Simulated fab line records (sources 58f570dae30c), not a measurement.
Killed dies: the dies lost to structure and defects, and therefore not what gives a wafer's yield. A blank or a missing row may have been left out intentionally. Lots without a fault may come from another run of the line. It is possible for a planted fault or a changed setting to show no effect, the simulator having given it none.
Which tool was responsible?    flow berkeley cmos170    route of 331 steps, sampled at 1 step: 13 lots, 39 wafers

## WHAT THE GAUGES READ, wafer by wafer
The record lacks any reading of a measuring or inspecting step that a usual standard deviation could be used to judge.

## WHAT TOOL EACH LOT RAN ON (gives the tool, then ch and the chambers of the sampled wafers, and finally the start)
lot   UCB170_CONTACT_ETCH_18
L745  rie diel-02 ch 0,3, day 7 01:00
L749  rie diel-03 ch 0,1,3, day 7 20:00
L747  rie diel-02 ch 1,2,3, day 8 00:00
L754  rie diel-02 ch 2,3, day 8 22:00
L753  rie diel-03 ch 1,3, day 8 23:00
L755  rie diel-02 ch 1,3, day 9 01:00
L756  rie diel-02 ch 1,3, day 9 14:00
L757  rie diel-03 ch 0,1,3, day 9 15:00
L759  rie diel-02 ch 0,1,3, day 9 21:00
L761  rie diel-01 ch 0,2,3, day 10 02:00
L763  rie diel-02 ch 1,2,3, day 10 16:00
L764  rie diel-03 ch 0,1,3, day 11 00:00
L765  rie diel-01 ch 0,2,3, day 11 02:00
- UCB170_CONTACT_ETCH_18: etches PSG in CHF3/CF4/Ar, stops on TiSi2, target depth 840 nm, time 195 s.

## AS READ BY THE TOOLS THEMSELVES (means over the sampled wafers that have a number; for cases with no such wafer, the mark the record gives instead)
UCB170_CONTACT_ETCH_18. Usual: drypump motor current A 5.9 A, standard deviation 0.56; oes product au 0.888 a.u., standard deviation 0.014; throttle valve pct 6.93 %, standard deviation 0.14.
lot   tool         drypump motor current A (A)  oes product au (a.u.)  throttle valve pct (%)  flag
L745  rie diel-02  6.2                          0.882                  6.93                    
L749  rie diel-03  5.3                          0.880                  6.90                    
L747  rie diel-02  6.3                          0.874                  6.97                    
L754  rie diel-02  6.1                          0.875                  6.95                    
L753  rie diel-03  4.9                          0.879                  6.87                    
L755  rie diel-02  6.0                          0.889                  6.88                    
L756  rie diel-02  6.4                          0.898                  6.98                    
L757  rie diel-03  5.3                          0.879                  6.91                    
L759  rie diel-02  6.3                          0.880                  6.95                    
L761  rie diel-01  5.9                          0.896                  6.74                    
L763  rie diel-02  6.3                          0.893                  6.96                    
L764  rie diel-03  5.3                          0.882                  6.90                    
L765  rie diel-01  5.9                          0.878                  6.75                    

## THE ANSWER, worked out from the rows above alone
Rule: a lot counts as off when the mean over its wafers that have a number is more than 3 standard deviations away from the usual mean. Also off: a lot with no number at a reading for which 4 or more lots have one. All remaining lots with rows at the step are treated as sound. First the gauges in route order, then the tools' own readings, where a lot's mean is used as printed above. The first step at which some lot is off is used, and at that step the reading that is off furthest; a lot without a number counts as furthest.
Nothing can be told from this: no lot is off at any reading shown.

## WHAT THE SIMULATOR HAD INSERTED
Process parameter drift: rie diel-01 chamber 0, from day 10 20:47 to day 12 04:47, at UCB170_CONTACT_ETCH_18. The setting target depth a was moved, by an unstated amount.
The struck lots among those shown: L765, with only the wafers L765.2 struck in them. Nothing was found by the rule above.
